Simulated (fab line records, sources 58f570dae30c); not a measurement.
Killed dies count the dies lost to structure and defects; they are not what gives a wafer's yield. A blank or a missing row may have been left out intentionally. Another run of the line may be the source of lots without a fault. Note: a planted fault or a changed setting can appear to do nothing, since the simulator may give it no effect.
Problem report in the 8D (eight disciplines) form, filled by code -- flow berkeley_cmos170 -- the parts of the form that need people (team, actions taken, sign-off) are left out

## 1. PROBLEM STATEMENT
Wafers free of any fault read 553 nm (standard deviation 9.5) for FIELD_OXIDE_THK at UCB170_FIELD_THK_MEAS_02, against a mean of 619 nm on 12 wafers of 4 lots. Measured from the usual mean, that is +6.9 standard deviations.
Earliest sighting: wafer L697.1 on film_metro-01 at day 7 02:21. The record holds 48 wafers of 16 lots with a number at this step. By rule, "out" or "out of limits" means more than 4 standard deviations away from the usual mean. The other wafers with a number count as sound.

## 2. WHAT IT IS, WHAT IT ISN'T
question,is,is not
which readings at this step,FIELD_OXIDE_THK,-
which lots,"L697, L698, L699, L700","L688, L689, L691, L694, L695, L696, L703, L706, L707, L708, L709, L711"
which wafers of those lots,all that have a number,-
read on which gauges,"film_metro-01, film_metro-03, film_metro-04",-
when,from day 7 02:21,"up to then (18 sound wafers); but 18 sound wafers of L703, L706, L707, L708, L709, L711 came after"

## 3. WHAT RULES OUT EACH SUSPECT
Counting: any tool at a process step up to the reading is kept as a suspect provided that every lot that is out went through it and no sound lot did after the first of them.
- ruled out: the gauge at UCB170_FIELD_THK_MEAS_02. Those wafers that are out were read across 3 gauges (film_metro-01, film_metro-03, film_metro-04).
- furnace-02 at UCB170_FIELD_OXIDATION_01 (target thk 558.3 nm, ox time 7200 s): kept. Every lot that is out went through it, starting with L697 (day 6 23:21), and after that it ran no sound lot; the last sound lot it ran before then is L688 (day 4 15:34). Out on those wafers are its own readings of spike_tc_centre_C, spike_tc_load_C, spike_tc_source_C, tube_center_temp_C, tube_center_temp_C_max.
Left after counting: furnace-02 at UCB170_FIELD_OXIDATION_01.

## 4. THE CAUSE (what the simulator had put in)
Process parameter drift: furnace-02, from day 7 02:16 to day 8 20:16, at UCB170_FIELD_OXIDATION_01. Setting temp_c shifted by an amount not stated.
After counting, this tool was the only one left.

## 5. THE CHAIN OF EFFECTS, in route order
One row per reading whose mean, taken over the struck wafers that have a number, lies over 3 standard deviations from the usual. Only readings whose record carries a usual standard deviation are examined. hours: median over the lots of the time between each lot's start at the first step of this table that gives one and its start at this step. sigmas: the change, counted in usual standard deviations.
hours,step,reading,usual,on struck wafers,change,sigmas
0,UCB170_FIELD_OXIDATION_01,spike_tc_centre_C,1002.1 C,1021.7,+19.6,+16
0,UCB170_FIELD_OXIDATION_01,spike_tc_load_C,1028.0 C,1050.5,+22.5,+11
0,UCB170_FIELD_OXIDATION_01,spike_tc_source_C,1023 C,1039,+16,+4.7
0,UCB170_FIELD_OXIDATION_01,tube_center_temp_C,1000 C,1020,+20,+99 or more
0,UCB170_FIELD_OXIDATION_01,tube_center_temp_C_max,1002.6,1022.7,+20.1,+48
3,UCB170_FIELD_THK_MEAS_02,FIELD_OXIDE_THK,553 nm,619,+66,+6.9
10,UCB170_FIELD_THK_MEAS_90,FIELD_OXIDE_LEFT_1_THK,438 nm,503,+65,+6.9
24,UCB170_FIELD_THK_MEAS_91,FIELD_OXIDE_LEFT_2_THK,350 nm,415,+65,+6.9
Here are the process steps it includes:
- UCB170_FIELD_OXIDATION_01: target thk 558.3 nm, ox time 7200 s.

## 6. HOW IT WOULD HAVE BEEN CAUGHT EARLIER
0 hours passed between the start of the fault at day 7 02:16 and the first reading out of limits at a measuring or inspecting step in this record, taken at day 7 02:21.
The tool's own readings at UCB170_FIELD_OXIDATION_01 were out on every struck wafer that the step has a row for (spike_tc_centre_C, spike_tc_load_C, spike_tc_source_C, tube_center_temp_C, tube_center_temp_C_max): an alarm limit on them would have fired on the first of those.
Of the lots that are out (4), L700 began UCB170_FIELD_OXIDATION_01 on furnace-02 after day 7 02:21. A hold on the tool at that time would have spared it.
